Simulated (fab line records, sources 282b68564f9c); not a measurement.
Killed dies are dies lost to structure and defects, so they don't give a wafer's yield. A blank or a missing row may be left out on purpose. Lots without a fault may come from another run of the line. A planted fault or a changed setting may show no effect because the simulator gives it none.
Which tool did it? | flow rit_cmos | 15 lots, 45 wafers sampled, at 2 steps of a route of 202

WHAT THE GAUGES READ, wafer by wafer
The record holds no reading of a measuring or inspecting step that can be judged against a usual standard deviation.

WHICH TOOL RAN EACH LOT (tool, then ch and the chambers of the sampled wafers, then the start)
lot  | RIT_SPACER_CLEAN_00            | RIT_M1_PROBE_99
L403 | wet_bench-01 ch 3, day 2 19:37 | -
L404 | wet_bench-02 ch 1, day 3 01:36 | -
L405 | wet_bench-01 ch 2, day 3 06:56 | -
L408 | wet_bench-03 ch 1, day 3 20:25 | -
L410 | wet_bench-03 ch 1, day 4 07:47 | -
L412 | wet_bench-03 ch 3, day 4 20:36 | -
L413 | wet_bench-02 ch 3, day 4 21:35 | -
L414 | wet_bench-02 ch 0, day 5 04:17 | -
L415 | wet_bench-01 ch 1, day 5 10:58 | -
L417 | wet_bench-01 ch 0, day 5 19:23 | prober-01, day 6 09:33
L418 | wet_bench-01 ch 2, day 5 23:14 | -
L419 | wet_bench-02 ch 3, day 6 04:40 | prober-02, day 6 18:48
L420 | wet_bench-03 ch 2, day 6 08:34 | -
L425 | wet_bench-01 ch 3, day 7 08:58 | -
L426 | wet_bench-02 ch 3, day 7 14:54 | -
- RIT_SPACER_CLEAN_00: cleans in SC1, time 600 s.
- RIT_M1_PROBE_99

WHAT THE TOOLS THEMSELVES READ (means of the sampled wafers that have a number; where no wafer has one, the mark that the record gives instead)
RIT_SPACER_CLEAN_00. Usual: bath_guard_temp_C 74.8 C, standard deviation 0.56; bath_heat_duty_pct 15.4 %, standard deviation 2.3.
lot  | tool         | bath_guard_temp_C (C) | bath_heat_duty_pct (%) | flag
L403 | wet_bench-01 | 73.6                  | 13.7                   |
L404 | wet_bench-02 | 75.0                  | 13.4                   |
L405 | wet_bench-01 | 74.6                  | 18.1                   |
L408 | wet_bench-03 | 74.3                  | 14.6                   |
L410 | wet_bench-03 | 74.3                  | 13.1                   |
L412 | wet_bench-03 | 74.7                  | 17.4                   |
L413 | wet_bench-02 | 75.5                  | 15.0                   |
L414 | wet_bench-02 | 75.3                  | 12.9                   |
L415 | wet_bench-01 | 75.1                  | 17.6                   |
L417 | wet_bench-01 | -                     | -                      | OFF
L418 | wet_bench-01 | -                     | -                      | OFF
L419 | wet_bench-02 | -                     | -                      | OFF
L420 | wet_bench-03 | 74.7                  | 14.8                   |
L425 | wet_bench-01 | 73.6                  | 13.8                   |
L426 | wet_bench-02 | 75.4                  | 14.7                   |

RIT_M1_PROBE_99. Usual: killed_at_M0_to_M3 0.0, standard deviation 0.22; killed_at_contacts 0.0, standard deviation 0.18; killed_at_front_end 7, standard deviation 3.1; killed_dies 7, standard deviation 3.1; killed_open 3.2, standard deviation 2.1; killed_short 3.4, standard deviation 2.
lot  | tool      | killed_at_M0_to_M3 | killed_at_contacts | killed_at_front_end | killed_dies | killed_open | killed_short | flag
L417 | prober-01 | 0.0                | 0.0                | 9                   | 9           | 6.0         | 3.0          |
L419 | prober-02 | 0.0                | 0.0                | 5                   | 5           | 2.3         | 2.7          |

THE ANSWER, worked out from the rows above alone
Rule: a lot is off if the mean of its wafers that have a number lies more than 3 standard deviations from the usual mean. A lot without any number at a reading at which 4 lots or more have one is off too. The other lots that the step has rows for count as sound. The gauges are gone through in route order, then the tools' own readings, and for those a lot's mean is taken as printed above. The first step at which some lot is off is used, and at that step the reading that is off furthest; a lot without a number counts as furthest.
Off: L417, L418, L419, at RIT_SPACER_CLEAN_00 (bath_guard_temp_C). Without a number there: L417, L418, L419.
A tool fits if, at that step or a process step before it, it ran every lot that is off, and no sound lot after the first of them. None of those tried fits.

WHAT THE SIMULATOR HAD PUT IN
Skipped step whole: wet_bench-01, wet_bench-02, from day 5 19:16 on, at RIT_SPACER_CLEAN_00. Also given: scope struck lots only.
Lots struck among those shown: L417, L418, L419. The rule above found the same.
